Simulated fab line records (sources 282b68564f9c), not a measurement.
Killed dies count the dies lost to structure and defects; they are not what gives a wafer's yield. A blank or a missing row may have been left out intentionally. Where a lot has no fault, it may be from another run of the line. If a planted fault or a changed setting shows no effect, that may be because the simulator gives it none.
A single fault, viewed from 2 desks / flow rit_cmos / what lay behind the numbers comes last; until then each desk has only its own

## METROLOGY DESK
What the gauges read for every lot (on any tool): the sampled wafers with a number, averaged. If a lot's mean is further than 4 standard deviations from the usual mean, the lot is out of limits and carries the mark OUT (the distance appears in the brackets).
Columns: A = GATE_OXIDE_THK at RIT_GATE_THK_MEAS_07, usual 3.03 nm; B = GATE_POLY_THK at RIT_GATE_THK_MEAS_09, usual 251.2 nm; C = cd_nm at RIT_GATE_CD_MEAS_16, usual 149.6 nm; D = GATE_OVL at RIT_GATE_OVL_MEAS_17, usual -1.4 nm
lot=L427; first seen here=day 3 06:26; A=3.11; B=250.0; C=153.3; D=-1.1
lot=L434; first seen here=day 4 16:53; A=2.98; B=251.4; C=151.6; D=-0.6
lot=L441; first seen here=day 6 03:46; A=2.98; B=253.6; C=149.4; D=-1.9
lot=L445; first seen here=day 6 22:55; A=3.04; B=248.7; C=149.6; D=-2.2
lot=L446; first seen here=day 7 04:23; A=2.86; B=253.8; C=152.0; D=-2.0
This desk's verdict: no lot among the 5 shows anything out of limits.

## FOR THE TOOL OWNER'S DESK: rie_si-02
The tool's own readings at RIT_GATE_ETCH_19 (etches poly-Si in SF6/CHF3/O2, stops on SiO2, time 165 s, target depth 312.5 nm): means of the sampled wafers that have a number, for each lot that ran on this tool. If a lot's mean is further than 4 standard deviations from the usual mean, the lot is out of limits and carries the mark OUT (the distance appears in the brackets).
Columns: A = drypump_motor_current_A at RIT_GATE_ETCH_19, usual 5.7 A; B = oes_product_au at RIT_GATE_ETCH_19, usual 0.850 a.u.; C = run_length_s at RIT_GATE_ETCH_19, usual 193.2 s; D = throttle_valve_pct at RIT_GATE_ETCH_19, usual 10.26 %
lot=L434; first seen here=day 4 19:55; A=5.2; B=0.907 (+4.4) OUT; C=179.5 (-31) OUT; D=10.25
lot=L446; first seen here=day 7 09:30; A=5.1; B=0.852; C=193.7; D=10.13
Finding of this desk: L434 out of limits; the first was L434 at day 4 19:55, on oes_product_au at RIT_GATE_ETCH_19. In limits: L446.

## BROUGHT TOGETHER
An alarm could have come from the tool owner's desk at day 4 19:55, on L434.
The metrology desk saw nothing out of limits.
The metrology desk has L434 on record, within its limits.
Of the lots named, all ran RIT_GATE_ETCH_19 on rie_si-02.

## WHAT WAS PUT IN BY THE SIMULATOR
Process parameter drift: rie_si-02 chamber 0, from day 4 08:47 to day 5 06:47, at RIT_GATE_ETCH_19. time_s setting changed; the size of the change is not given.
Struck lots among those shown: L434.
Delay in hours, fault start to first out-of-limits reading, by desk: the tool owner's desk at 11.
